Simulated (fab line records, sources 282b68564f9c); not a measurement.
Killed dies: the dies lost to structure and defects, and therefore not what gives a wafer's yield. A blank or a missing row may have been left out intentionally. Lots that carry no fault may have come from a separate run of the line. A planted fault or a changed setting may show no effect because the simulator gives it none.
Commonality check across tools ; flow ritCmos ; 42 wafers sampled across 14 lots

== REASON FOR OPENING ==
Of 14 lots, 2 have the reading NWELL_RS flagged at RIT_WELLDRIVE_RS_MEAS_01. No-fault wafers: 275.6 ohm/sq, standard deviation 0.68.
Rule: a lot is flagged in two cases, either no wafer of it has a number, or all its wafers with numbers fall more than 4 standard deviations from that mean. The rest of the lots are taken to be sound.

lot;measured;on;NWELL_RS (ohm/sq), wafer by wafer;flag
L375;day 2 10:40;filmMetro-02;275.6 275.8 275.9;
L376;day 2 15:44;filmMetro-02;275.0 274.6 274.8;
L378;day 3 04:08;filmMetro-01;274.7 275.4 275.4;
L379;day 3 08:14;filmMetro-01;274.5 275.1 275.0;
L380;day 3 15:49;filmMetro-01;274.4 274.7 275.0;
L381;day 3 19:45;filmMetro-03;277.5 277.3 277.7;
L382;day 3 22:11;filmMetro-03;276.7 275.7 276.2;
L383;day 4 06:29;filmMetro-01;282.6 282.2 282.7;FLAGGED
L384;day 4 10:11;filmMetro-02;282.4 282.8 282.0;FLAGGED
L385;day 4 12:34;filmMetro-02;274.7 274.6 273.6;
L389;day 5 10:29;filmMetro-02;275.1 274.8 275.7;
L392;day 6 05:57;filmMetro-01;275.5 274.9 275.4;
L394;day 6 19:44;filmMetro-02;275.9 275.8 275.3;
L396;day 7 07:14;filmMetro-02;276.0 276.2 275.8;
Average over the flagged lots: 282.4 ohm/sq; offset from the usual +6.8 ohm/sq, equal to +10 standard deviations.

== WHICH TOOL RAN EACH LOT ==
The record keeps 1 process step preceding the reading, out of 202 steps on the route. Read each cell as the tool, then ch plus the chambers that the sampled wafers visited, then the start.
lot;flag;RIT_NWELL_IMPLANT_08
L375;;implanter-01 ch 0, day 2 03:09
L376;;implanter-01 ch 0, day 2 07:41
L378;;implanter-03 ch 0, day 2 19:21
L379;;implanter-02 ch 0, day 2 23:16
L380;;implanter-01 ch 0, day 3 08:49
L381;;implanter-02 ch 0, day 3 11:24
L382;;implanter-03 ch 0, day 3 14:44
L383;FLAGGED;implanter-02 ch 0, day 3 23:17
L384;FLAGGED;implanter-02 ch 0, day 4 01:53
L385;;implanter-03 ch 0, day 4 04:52
L389;;implanter-01 ch 0, day 5 03:28
L392;;implanter-03 ch 0, day 5 21:13
L394;;implanter-01 ch 0, day 6 08:43
L396;;implanter-02 ch 0, day 6 19:16
These steps, and what they do:
- RIT_NWELL_IMPLANT_08
- RIT_WELLDRIVE_RS_MEAS_01: measures by four-point-probe.

== FLAGGED OVER TOTAL, TOOL BY TOOL (the gauges that took the reading come last) ==
step;tool;lots run;flagged;share of the flagged lots;sound lots run after its first flagged lot
RIT_NWELL_IMPLANT_08;implanter-01;5;0;none;-
RIT_NWELL_IMPLANT_08;implanter-02;5;2;all;1 (L396)
RIT_NWELL_IMPLANT_08;implanter-03;4;0;none;-
RIT_WELLDRIVE_RS_MEAS_01;filmMetro-01;5;1;some;1 (L392)
RIT_WELLDRIVE_RS_MEAS_01;filmMetro-02;7;1;some;4 (L385,L389,L394,L396)
RIT_WELLDRIVE_RS_MEAS_01;filmMetro-03;2;0;none;-

== WHAT IS ALLOWED BY THE TABLE ==
All flagged lots share 1 row of the table, namely implanter-02 at RIT_NWELL_IMPLANT_08.
- implanter-02 at RIT_NWELL_IMPLANT_08: 2 of its 5 lots flagged. After the first flagged lot (L396), sound lots still ran on it; a lasting fault on the whole tool would not permit that. Its own readings lie more than 4 standard deviations out on every wafer of the flagged lots: doseIonsCm2.
Not one row of the table ran every flagged lot while running no sound lot after the first.

== WHAT HAD BEEN PUT IN BY THE SIMULATOR ==
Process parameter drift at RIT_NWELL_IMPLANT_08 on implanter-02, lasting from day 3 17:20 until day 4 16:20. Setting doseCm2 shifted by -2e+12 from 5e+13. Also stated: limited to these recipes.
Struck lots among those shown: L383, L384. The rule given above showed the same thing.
